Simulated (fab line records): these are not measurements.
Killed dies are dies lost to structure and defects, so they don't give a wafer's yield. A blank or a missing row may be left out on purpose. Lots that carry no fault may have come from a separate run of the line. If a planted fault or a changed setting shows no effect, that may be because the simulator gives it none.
fab line records    flow berkeleyCmos170    part 2 of 2: steps 30 to 40 of 40
[record] lots = 5  wafers = 15  lastDay = 13
route steps=331 shown PSD@184 NSD@187 BACKSIDE@199 SDANNEAL@204 PLDD@208 NLDD@209 SILICIDE@210 CONTACT@216
lots that met no fault: taken from a fault-free run of the same line
startH: hours from the record's opening day to when the first of the lot's shown wafers began    waitH: hours elapsed since this lot's preceding step    " the same as in the row above    L1.1+2: several wafers, shown together as one row    - no value, or no start given    * or withheld: withheld    < > ~ a bound
route shown NAME@n: NAME is a module with steps in the file, n the number in the route of the first one    usual: mean/standard deviation of fault-free wafers    same: alike in all rows    chamber/n: place in a boat    sites: the reading at each site    _std_site: the values' standard deviation    _edge_site: the outer-site mean with the inner-site mean subtracted    radiusMm: for every site, how far away it sits from the centre of the wafer    mask NAME#n: copy n    behind: tool/chamber where the wafer was last shaped    hold: why the lot was held/for how many hours/how that ended    device: the transistor (n, p or np) that didn't switch    end of line: the same wafers' tests at the end of the route    where a step has no rows: the recipe by itself    killed: count of dies lost to structure and defects at first sort (not the wafer's yield)    map: a wafer's dies, marking killed ones x, the rest . and places with no die _
set.NAME: the setting as run; set.NAME@STEP: as run at that earlier step    model.NAME: the simulator's own value behind a step, which no gauge read
certain route steps with their lots: each step a table, each wafer a row
services: when a tool's chamber went out of use (startH, in hours from the record's first day, below 0 if earlier), for how many hours, and the reason
[[steps]]
[step UCB170_SILICIDE_THK_MEAS_03]
[recipe] thkMeasGauge = xrf  reads = Ti_of_SILICIDE_SPUTTER_01
[usual] SILICIDE_TI_THK = 30.4/0.38
lot.wafer  tool          chamber  startH  waitH  SILICIDE_TI_THK[nm]
L077.1     filmMetro-04  -        200.92  0.1    29.9
L077.3     "             -        "       "      30.4
L077.6     "             -        "       "      30.8
L083.1     filmMetro-01  -        232.67  0.1    30.4
L083.2     "             -        "       "      30.1
L083.6     "             -        "       "      30.5
L089.1     filmMetro-01  -        269.57  0.1    30.3
L089.4     "             -        "       "      29.5
L089.5     "             -        "       "      30.0
L091.1     filmMetro-04  -        280.84  0.1    30.2
L091.3     "             -        "       "      30.0
L091.5     "             -        "       "      30.3
L096.1     filmMetro-02  -        297.55  0.1    30.9
L096.2     "             -        "       "      30.6
L096.3     "             -        "       "      30.9
[step UCB170_SILICIDE_RTA_04]
[recipe] tempC = 650  timeS = 15  ambient = N2
[usual] annealTempCMax = 652.6/0.58  lampPowerPct = 10.59/0.12  wafer_temp_C_max = 652.1/0.7
lot.wafer  tool          chamber  startH  waitH  annealTempCMax  lampPowerPct  wafer_temp_C_max
L077.1     rtpAnneal-01  0        200.98  0.1    652.2           10.72         651.8
L077.3     "             0        "       "      652.0           10.69         652.3
L077.6     "             0        "       "      653.8           10.70         651.4
L083.1     rtpAnneal-01  0        232.73  0.1    653.0           10.69         651.1
L083.2     "             0        "       "      652.2           10.69         651.8
L083.6     "             0        "       "      652.5           10.69         651.2
L089.1     rtpAnneal-01  0        269.63  0.1    652.6           10.69         651.7
L089.4     "             0        "       "      651.9           10.70         651.6
L089.5     "             0        "       "      652.7           10.69         651.9
L091.1     rtpAnneal-02  0        280.90  0.1    652.1           10.46         652.5
L091.3     "             0        "       "      652.3           10.47         652.8
L091.5     "             0        "       "      652.9           10.46         652.5
L096.1     rtpAnneal-02  0        297.61  0.1    652.4           10.47         652.4
L096.2     "             0        "       "      652.0           10.47         652.6
L096.3     "             0        "       "      653.2           10.46         651.7
[step UCB170_SILICIDE_WET_ETCH_05]
[recipe] chemistry = SPM  timeS = 45  tempC = 120  target = Ti
lot.wafer   tool         chamber  startH  waitH
L077.1+3+6  wetBench-02  0        201.06  0.1
L083.1+2+6  wetBench-02  0        232.81  0.1
L089.1+4+5  wetBench-02  1        269.73  0.1
L091.1+3+5  wetBench-02  0        281.00  0.1
L096.1+2+3  wetBench-04  2        297.69  0.1
[step UCB170_CONTACT_CLEAN_00]
[recipe] chemistry = SPM  tempC = 120  timeS = 600
lot.wafer   tool         chamber  startH  waitH
L077.1+3+6  wetBench-02  0        201.08  0.0
L083.1+2+6  wetBench-01  0        232.83  0.0
L089.1+4+5  wetBench-02  1        269.75  0.0
L091.1+3+5  wetBench-04  2        281.06  0.0
L096.1+2+3  wetBench-04  0        297.71  0.0
[step UCB170_CONTACT_CVD_01]
[recipe] material = PSG  targetThkNm = 700  tempC = 450  precursor = SiH4/O2/PH3  timeS = 2820  pressureMtorr = 300  sih4FlowSccm = 60  o2FlowSccm = 90  ph3FlowSccm = 25
lot.wafer   tool      chamber  startH  waitH
L077.1+3+6  lpcvd-01  1        201.26  0.0
L083.1+2+6  lpcvd-02  0        234.32  1.3
L089.1+4+5  lpcvd-01  1        270.81  0.9
L091.1+3+5  lpcvd-01  0        281.41  0.0
L096.1+2+3  lpcvd-02  1        299.50  1.6
[step UCB170_CONTACT_THK_MEAS_02]
[recipe] reads = PSG_of_CONTACT_CVD_01
[usual] CONTACT_PSG_THK = 698/5.5
lot.wafer  tool          chamber  startH  waitH  CONTACT_PSG_THK[nm]
L077.1     filmMetro-03  -        203.04  0.0    699
L077.3     "             -        "       "      694
L077.6     "             -        "       "      693
L083.1     filmMetro-02  -        236.11  0.0    694
L083.2     "             -        "       "      703
L083.6     "             -        "       "      696
L089.1     filmMetro-02  -        272.68  0.1    701
L089.4     "             -        "       "      697
L089.5     "             -        "       "      705
L091.1     filmMetro-03  -        283.19  0.0    694
L091.3     "             -        "       "      692
L091.5     "             -        "       "      695
L096.1     filmMetro-04  -        301.28  0.0    699
L096.2     "             -        "       "      704
L096.3     "             -        "       "      701
[step UCB170_CONTACT_HMDS_03]
[recipe] primeTimeS = 60  primeTempC = 100
[usual] primeTempC = 100.01/0.13
lot.wafer  tool           chamber  startH  waitH  primeTempC
L077.1     lithoTrack-02  0        203.10  0.1    99.93
L077.3     "              0        "       "      99.85
L077.6     "              0        "       "      99.94
L083.1     lithoTrack-03  0        236.22  0.1    100.05
L083.2     "              0        "       "      100.06
L083.6     "              0        "       "      100.01
L089.1     lithoTrack-03  0        273.29  0.6    100.00
L089.4     "              0        "       "      100.03
L089.5     "              0        "       "      99.87
L091.1     lithoTrack-04  0        283.25  0.1    100.11
L091.3     "              0        "       "      99.99
L091.5     "              0        "       "      99.95
L096.1     lithoTrack-04  0        301.89  0.6    99.80
L096.2     "              0        "       "      100.01
L096.3     "              0        "       "      99.96
[step UCB170_CONTACT_COAT_04]
[recipe] resist = KrF  spinRpm = 1500  resistThkNm = 900
lot.wafer   tool           chamber  startH  waitH
L077.1+3+6  lithoTrack-02  0        203.25  0.1
L083.1+2+6  lithoTrack-03  0        236.37  0.1
L089.1+4+5  lithoTrack-03  0        273.44  0.1
L091.1+3+5  lithoTrack-04  0        283.40  0.1
L096.1+2+3  lithoTrack-04  0        302.04  0.1
[step UCB170_CONTACT_SOFTBAKE_05]
[recipe] resist = KrF  tempC = 130  timeS = 61.76
[usual] plateSensorTCentreC = 131.41/0.01  plateSensorTEdgeC = 131.53/0.0093
lot.wafer  tool           chamber  startH  waitH  plateSensorTCentreC  plateSensorTEdgeC
L077.1     lithoTrack-02  0        203.40  0.1    131.42               131.53
L077.3     "              0        "       "      131.42               131.55
L077.6     "              0        "       "      131.41               131.53
L083.1     lithoTrack-03  0        236.52  0.1    131.41               131.53
L083.2     "              0        "       "      131.43               131.54
L083.6     "              0        "       "      131.41               131.52
L089.1     lithoTrack-03  0        273.59  0.1    131.41               131.54
L089.4     "              0        "       "      131.41               131.54
L089.5     "              0        "       "      131.4                131.53
L091.1     lithoTrack-04  0        283.55  0.1    131.42               131.54
L091.3     "              0        "       "      131.4                131.52
L091.5     "              0        "       "      131.4                131.54
L096.1     lithoTrack-04  0        302.19  0.1    131.4                131.54
L096.2     "              0        "       "      131.4                131.54
L096.3     "              0        "       "      131.42               131.53
[step UCB170_CONTACT_STRIP_06]
[recipe] chemistry = O2  powerW = 400  pressureMtorr = 3500  platenTempC = withheld  o2FlowSccm = 400  overashFraction = 0.5
[usual] drypumpMotorCurrentA = 5.6/0.61  oesProductAu = 0.734/0.0042  stripTimeToEndpointS = 21.96/0.062
lot.wafer  tool            chamber  startH  waitH  drypumpMotorCurrentA  oesProductAu  rfHoursCounterH  stripTimeToEndpointS
L077.1     plasmaAsher-01  0        203.55  0.1    5.0                   0.731         43               22.01
L077.3     "               0        "       "      5.0                   0.731         -                22.05
L077.6     "               0        "       "      5.0                   0.729         -                22.02
L083.1     plasmaAsher-04  1        236.67  0.1    5.8                   0.726         47               21.99
L083.2     "               0        "       "      6.5                   0.742         47               22.07
L083.6     "               1        "       "      5.8                   0.729         -                22.03
L089.1     plasmaAsher-01  0        273.74  0.1    5.0                   0.733         49               21.84
L089.4     "               1        "       "      6.2                   0.734         -                21.90
L089.5     "               1        "       "      6.2                   0.729         -                21.94
L091.1     plasmaAsher-02  1        283.70  0.1    4.8                   0.738         14               21.92
L091.3     "               0        "       "      5.4                   0.732         -                21.94
L091.5     "               0        "       "      5.4                   0.728         -                21.99
L096.1     plasmaAsher-01  0        302.34  0.1    5.0                   0.737         53               21.96
L096.2     "               1        "       "      6.2                   0.736         53               21.94
L096.3     "               0        "       "      5.0                   0.732         -                21.90
[step UCB170_CONTACT_CLEAN_07]
[recipe] chemistry = SPM  tempC = 120  timeS = 600
lot.wafer   tool         chamber  startH  waitH
L077.1+3+6  wetBench-01  3        203.65  0.1
L083.1+2+6  wetBench-02  0        236.90  0.2
L089.1+4+5  wetBench-02  3        275.87  2.1
L091.1+3+5  wetBench-02  0        283.80  0.1
L096.1+2+3  wetBench-01  1        302.44  0.1
[[services]]
tool            chamber  startH  hours  kind
krfScanner-01   -        179.68  1.3    pm
plasmaAsher-02  -        183.89  8.1    repair
krfScanner-01   -        192.32  3.0    repair
pvdSputter-01   -        206.08  2.4    repair
wetBench-04     -        212.67  1.9    pm
lithoTrack-02   -        212.86  -      consumableReplace:filter
lithoTrack-03   -        226.39  -      consumableReplace:filter
plasmaAsher-04  -        228.77  3.1    repair
implanter-02    -        236.85  4.0    repair
implanter-01    -        240.73  8.2    repair
implanter-02    -        240.88  3.9    pm
pvdSputter-03   -        244.24  9.0    repair
pvdSputter-01   -        249.65  0.8    repair
krfScanner-01   0        250.35  -      calibration
plasmaAsher-01  -        264.45  8.3    repair
lpcvd-02        -        274.68  2.8    pm
krfScanner-01   -        280.40  0.8    pm
krfScanner-01   -        290.97  3.0    repair
krfScanner-01   -        297.22  0.4    repair
plasmaAsher-04  -        298.47  0.6    repair
